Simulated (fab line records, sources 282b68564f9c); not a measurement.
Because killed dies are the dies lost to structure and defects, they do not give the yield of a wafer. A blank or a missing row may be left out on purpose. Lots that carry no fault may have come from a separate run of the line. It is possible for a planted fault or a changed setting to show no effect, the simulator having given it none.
fab line records | flow rit-cmos | part 2 of 2: steps 35 to 47 of 47
record lots=5 | wafers=15 | last-day=7
route steps=202 shown SPACER@126 NSD@131 PSD@142 SDANNEAL@153 PLDD@159 NLDD@160 SILICIDE@161 CONTACT@168
lots that met no fault: taken from a fault-free run of the same line
start-h: hours from the record's opening day to when the first of the lot's shown wafers began | wait-h: hours from the lot's prior step to this one | " unchanged from the row above | L1.1+2: a single row standing in for several wafers | - either no value or no given start | * or withheld: withheld | < > ~ a bound
route shown NAME@n: NAME is a module with steps in the file, n the number in the route of the first one | usual: mean/standard deviation of fault-free wafers | same: alike in all rows | chamber/n: place in a boat | sites: readings site by site | _std_site: the values' standard deviation | _edge_site: outer sites' mean less inner sites' | radius-mm: how far each site lies from the wafer's centre | mask NAME#n: copy n | behind: the tool/chamber that last shaped the wafer | hold: why the lot was held/for how many hours/how that ended | device: the n, p or np transistor that did not switch | end of line: the route-end tests of the same wafers | step lacking rows: just its recipe | killed: dies lost to structure and defects at the first sort, not the wafer's yield | map: per-die view of a wafer (x killed, . not killed, _ where there is no die)
set.NAME: the setting that was run; set.NAME@STEP: the one run at that earlier step | model.NAME: the simulator's own value behind a step, which no gauge read
lots seen at some steps along the route; tables by step, rows by wafer
services: from which hour (start-h, from the record's first day; less than 0 if before it) a tool's chamber was out of use, for how many hours, and why
## steps
# step RIT_SDANNEAL_RS_MEAS_07
# recipe thk-meas-gauge=four-point-probe
# usual NLDD_RS=154.6/0.69
lot.wafer | tool          | chamber | start-h | wait-h | NLDD_RS[ohm/sq]
L076.2    | film-metro-04 | -       | 59.43   | 0.1    | 154.4
L076.3    | "             | -       | "       | "      | 154.4
L076.5    | "             | -       | "       | "      | 153.8
L080.4    | film-metro-04 | -       | 81.00   | 0.1    | 154.5
L080.5    | "             | -       | "       | "      | 154.1
L080.6    | "             | -       | "       | "      | 154.6
L081.3    | film-metro-02 | -       | 84.45   | 0.1    | 154.1
L081.5    | "             | -       | "       | "      | 154.0
L081.6    | "             | -       | "       | "      | 154.8
L084.2    | film-metro-02 | -       | 100.52  | 0.1    | 156.0
L084.4    | "             | -       | "       | "      | 155.4
L084.6    | "             | -       | "       | "      | 155.4
L095.2    | film-metro-03 | -       | 155.40  | 0.1    | 154.4
L095.4    | "             | -       | "       | "      | 154.6
L095.5    | "             | -       | "       | "      | 154.3
# step RIT_SILICIDE_WET_ETCH_00
# recipe chemistry=BOE | target=SiO2 | target-depth-nm=14 | time-s=15 | dry=n2-spin | dilution=10:1 | temp-c=21.5
lot.wafer  | tool         | chamber | start-h | wait-h
L076.2+3+5 | wet-bench-03 | 1       | 59.53   | 0.1
L080.4+5+6 | wet-bench-04 | 2       | 81.06   | 0.0
L081.3+5+6 | wet-bench-02 | 1       | 84.53   | 0.1
L084.2+4+6 | wet-bench-02 | 3       | 100.62  | 0.1
L095.2+4+5 | wet-bench-03 | 3       | 155.50  | 0.1
# step RIT_SILICIDE_SPUTTER_01
# recipe material=Ti | target-thk-nm=30 | power-w=350 | chamber-pressure-pa=0.667 | gas=Ar | time-s=240 | substrate-temp-c=25
# usual throttle-valve-pct=30.0/0.58
lot.wafer | tool           | chamber | start-h | wait-h | throttle-valve-pct
L076.2    | pvd-sputter-03 | -       | 59.54   | 0.0    | 30.3
L076.3    | "              | -       | "       | "      | 30.4
L076.5    | "              | -       | "       | "      | 30.1
L080.4    | pvd-sputter-03 | -       | 81.07   | 0.0    | 30.2
L080.5    | "              | -       | "       | "      | 30.2
L080.6    | "              | -       | "       | "      | 29.8
L081.3    | pvd-sputter-01 | -       | 84.54   | 0.0    | 29.4
L081.5    | "              | -       | "       | "      | 28.9
L081.6    | "              | -       | "       | "      | 30.6
L084.2    | pvd-sputter-03 | -       | 100.63  | 0.0    | 29.9
L084.4    | "              | -       | "       | "      | 30.1
L084.6    | "              | -       | "       | "      | 30.2
L095.2    | pvd-sputter-04 | -       | 155.52  | 0.0    | 28.2
L095.4    | "              | -       | "       | "      | 30.4
L095.5    | "              | -       | "       | "      | 30.0
# step RIT_SILICIDE_RS_MEAS_02
# recipe thk-meas-gauge=four-point-probe | reads=Ti_of_SILICIDE_SPUTTER_01
# usual SILICIDE_TI_RS=47.9/0.77
lot.wafer | tool          | chamber | start-h | wait-h | SILICIDE_TI_RS[ohm/sq]
L076.2    | film-metro-02 | -       | 59.71   | 0.1    | 48.7
L076.3    | "             | -       | "       | "      | 48.2
L076.5    | "             | -       | "       | "      | 48.3
L080.4    | film-metro-02 | -       | 81.28   | 0.1    | 48.6
L080.5    | "             | -       | "       | "      | 49.0
L080.6    | "             | -       | "       | "      | 49.3
L081.3    | film-metro-03 | -       | 84.73   | 0.1    | 46.7
L081.5    | "             | -       | "       | "      | 46.5
L081.6    | "             | -       | "       | "      | 47.9
L084.2    | film-metro-03 | -       | 100.80  | 0.1    | 48.2
L084.4    | "             | -       | "       | "      | 48.0
L084.6    | "             | -       | "       | "      | 47.5
L095.2    | film-metro-01 | -       | 155.69  | 0.1    | 47.1
L095.4    | "             | -       | "       | "      | 47.9
L095.5    | "             | -       | "       | "      | 48.0
# step RIT_SILICIDE_THK_MEAS_03
# recipe thk-meas-gauge=xrf | reads=Ti_of_SILICIDE_SPUTTER_01
# usual SILICIDE_TI_THK=30.2/0.44
lot.wafer | tool          | chamber | start-h | wait-h | SILICIDE_TI_THK[nm]
L076.2    | film-metro-02 | -       | 59.82   | 0.1    | 29.7
L076.3    | "             | -       | "       | "      | 29.9
L076.5    | "             | -       | "       | "      | 29.8
L080.4    | film-metro-02 | -       | 81.37   | 0.1    | 29.6
L080.5    | "             | -       | "       | "      | 29.5
L080.6    | "             | -       | "       | "      | 29.3
L081.3    | film-metro-03 | -       | 84.83   | 0.1    | 30.9
L081.5    | "             | -       | "       | "      | 31.0
L081.6    | "             | -       | "       | "      | 30.3
L084.2    | film-metro-03 | -       | 100.91  | 0.1    | 30.3
L084.4    | "             | -       | "       | "      | 30.2
L084.6    | "             | -       | "       | "      | 30.5
L095.2    | film-metro-01 | -       | 155.80  | 0.1    | 30.7
L095.4    | "             | -       | "       | "      | 30.1
L095.5    | "             | -       | "       | "      | 30.2
# step RIT_SILICIDE_RTA_04
# recipe temp-c=650 | time-s=10 | idle-temp-c=25 | ramp-up-s=5 | ramp-down-s=5 | cool-to-c=25 | ambient=N2
# usual wafer_temp_C_max=652.7/1.1
lot.wafer | tool          | chamber | start-h | wait-h | wafer_temp_C_max
L076.2    | rtp-anneal-01 | 0       | 59.88   | 0.1    | 651.5
L076.3    | "             | 0       | "       | "      | 651.1
L076.5    | "             | 0       | "       | "      | 651.8
L080.4    | rtp-anneal-01 | 0       | 81.44   | 0.1    | 652.0
L080.5    | "             | 0       | "       | "      | 652.9
L080.6    | "             | 0       | "       | "      | 651.9
L081.3    | rtp-anneal-02 | 0       | 84.90   | 0.1    | 654.1
L081.5    | "             | 0       | "       | "      | 654.4
L081.6    | "             | 0       | "       | "      | 653.5
L084.2    | rtp-anneal-01 | 0       | 100.97  | 0.1    | 651.9
L084.4    | "             | 0       | "       | "      | 651.6
L084.6    | "             | 0       | "       | "      | 650.9
L095.2    | rtp-anneal-02 | 0       | 155.86  | 0.1    | 653.4
L095.4    | "             | 0       | "       | "      | 653.4
L095.5    | "             | 0       | "       | "      | 654.4
# step RIT_SILICIDE_WET_ETCH_05
# recipe chemistry=SPM | target=Ti | temp-c=90 | time-s=120 | dry=n2-spin
lot.wafer  | tool         | chamber | start-h | wait-h
L076.2+3+5 | wet-bench-04 | 0       | 59.94   | 0.0
L080.4+5+6 | wet-bench-02 | 2       | 81.47   | 0.0
L081.3+5+6 | wet-bench-03 | 1       | 84.94   | 0.0
L084.2+4+6 | wet-bench-02 | 1       | 101.03  | 0.0
L095.2+4+5 | wet-bench-04 | 3       | 155.91  | 0.0
# step RIT_SILICIDE_RTA_06
# recipe temp-c=750 | time-s=10 | idle-temp-c=25 | ramp-up-s=5 | ramp-down-s=10 | cool-to-c=25 | ambient=N2
# usual wafer_temp_C_max=753.1/1.2
lot.wafer | tool          | chamber | start-h | wait-h | wafer_temp_C_max
L076.2    | rtp-anneal-02 | 0       | 59.99   | 0.0    | 754.7
L076.3    | "             | 0       | "       | "      | 755.3
L076.5    | "             | 0       | "       | "      | 754.6
L080.4    | rtp-anneal-02 | 0       | 81.55   | 0.0    | 754.5
L080.5    | "             | 0       | "       | "      | 754.1
L080.6    | "             | 0       | "       | "      | 754.4
L081.3    | rtp-anneal-01 | 0       | 85.00   | 0.0    | 752.8
L081.5    | "             | 0       | "       | "      | 751.6
L081.6    | "             | 0       | "       | "      | 751.2
L084.2    | rtp-anneal-02 | 0       | 101.08  | 0.0    | 753.9
L084.4    | "             | 0       | "       | "      | 754.3
L084.6    | "             | 0       | "       | "      | 753.6
L095.2    | rtp-anneal-01 | 0       | 155.97  | 0.0    | 752.7
L095.4    | "             | 0       | "       | "      | 751.0
L095.5    | "             | 0       | "       | "      | 752.1
# step RIT_CONTACT_CVD_00
# recipe material=SiO2 | target-thk-nm=400 | precursor=TEOS | temp-c=390 | time-s=61.82 | rf-w=400
# usual heater-power-w=323/60
lot.wafer | tool     | chamber | start-h | wait-h | heater-power-w
L076.2    | pecvd-03 | 2       | 60.05   | 0.0    | 254
L076.3    | "        | 1       | "       | "      | 391
L076.5    | "        | 0       | "       | "      | 337
L080.4    | pecvd-02 | 0       | 81.61   | 0.0    | 251
L080.5    | "        | 2       | "       | "      | 330
L080.6    | "        | 1       | "       | "      | 453
L081.3    | pecvd-04 | 2       | 85.05   | 0.0    | 391
L081.5    | "        | 2       | "       | "      | 402
L081.6    | "        | 1       | "       | "      | 327
L084.2    | pecvd-02 | 1       | 101.13  | 0.0    | 446
L084.4    | "        | 1       | "       | "      | 444
L084.6    | "        | 0       | "       | "      | 285
L095.2    | pecvd-04 | 1       | 156.02  | 0.0    | 301
L095.4    | "        | 1       | "       | "      | 313
L095.5    | "        | 0       | "       | "      | 279
# step RIT_CONTACT_THK_MEAS_01
# recipe reads=SiO2_of_CONTACT_CVD_00
# usual CONTACT_TEOS_THK=406/5.7
lot.wafer | tool          | chamber | start-h | wait-h | CONTACT_TEOS_THK[nm]
L076.2    | film-metro-03 | -       | 60.11   | 0.0    | 407
L076.3    | "             | -       | "       | "      | 403
L076.5    | "             | -       | "       | "      | 422
L080.4    | film-metro-04 | -       | 81.66   | 0.0    | 401
L080.5    | "             | -       | "       | "      | 404
L080.6    | "             | -       | "       | "      | 405
L081.3    | film-metro-01 | -       | 85.12   | 0.0    | 404
L081.5    | "             | -       | "       | "      | 408
L081.6    | "             | -       | "       | "      | 406
L084.2    | film-metro-04 | -       | 101.19  | 0.0    | 405
L084.4    | "             | -       | "       | "      | 409
L084.6    | "             | -       | "       | "      | 408
L095.2    | film-metro-03 | -       | 156.08  | 0.0    | 399
L095.4    | "             | -       | "       | "      | 402
L095.5    | "             | -       | "       | "      | 405
# step RIT_CONTACT_HMDS_02
# recipe prime-time-s=60 | prime-temp-c=140
lot.wafer  | tool           | chamber | start-h | wait-h
L076.2+3+5 | litho-track-01 | 0       | 60.30   | 0.2
L080.4+5+6 | litho-track-02 | 0       | 81.89   | 0.2
L081.3+5+6 | litho-track-04 | 0       | 85.21   | 0.1
L084.2+4+6 | litho-track-01 | 0       | 101.27  | 0.1
L095.2+4+5 | litho-track-01 | 0       | 156.16  | 0.1
# step RIT_CONTACT_COAT_03
# recipe resist=NOVOLAK | spin-rpm=3250 | resist-thk-nm=1000
lot.wafer  | tool           | chamber | start-h | wait-h
L076.2+3+5 | litho-track-01 | 0       | 60.45   | 0.1
L080.4+5+6 | litho-track-02 | 0       | 82.04   | 0.1
L081.3+5+6 | litho-track-04 | 0       | 85.36   | 0.1
L084.2+4+6 | litho-track-01 | 0       | 101.42  | 0.1
L095.2+4+5 | litho-track-01 | 0       | 156.31  | 0.1
# step RIT_CONTACT_SOFTBAKE_04
# recipe resist=NOVOLAK | temp-c=90 | time-s=60
lot.wafer  | tool           | chamber | start-h | wait-h
L076.2+3+5 | litho-track-01 | 0       | 60.60   | 0.1
L080.4+5+6 | litho-track-02 | 0       | 82.19   | 0.1
L081.3+5+6 | litho-track-04 | 0       | 85.51   | 0.1
L084.2+4+6 | litho-track-01 | 0       | 101.57  | 0.1
L095.2+4+5 | litho-track-01 | 0       | 156.46  | 0.1
## services
tool             | chamber | start-h | hours | kind
iline-stepper-01 | -       | 33.92   | 3.8   | repair
rie-diel-01      | -       | 42.55   | 0.4   | repair
iline-stepper-02 | -       | 43.42   | 1.7   | pm
pvd-sputter-04   | -       | 53.40   | 2.1   | repair
implanter-03     | -       | 53.75   | 17.6  | repair
rie-diel-01      | 1       | 55.66   | -     | clean
rie-diel-01      | 1       | 55.66   | 24.1  | scheduled-down
implanter-02     | -       | 58.08   | 7.7   | repair
rie-diel-01      | 3       | 63.31   | 4.3   | repair
lpcvd-02         | -       | 73.56   | 6.0   | pm
rie-diel-01      | -       | 89.55   | 1.4   | repair
implanter-04     | -       | 91.54   | 2.0   | repair
pecvd-02         | -       | 95.60   | 1.4   | repair
rie-diel-01      | 1       | 97.98   | 8.9   | repair
plasma-asher-02  | -       | 106.27  | 1.4   | repair
plasma-asher-01  | -       | 108.75  | 9.0   | pm
pecvd-02         | -       | 110.44  | 5.5   | pm
pvd-sputter-03   | -       | 126.64  | 7.1   | repair
iline-stepper-01 | -       | 132.14  | 9.0   | repair
iline-stepper-01 | -       | 136.94  | 1.6   | repair
rie-diel-03      | 0       | 139.60  | 17.5  | repair
pecvd-02         | -       | 145.86  | 6.0   | pm
implanter-03     | -       | 149.07  | 3.3   | pm
pvd-sputter-01   | -       | 149.52  | 9.6   | repair
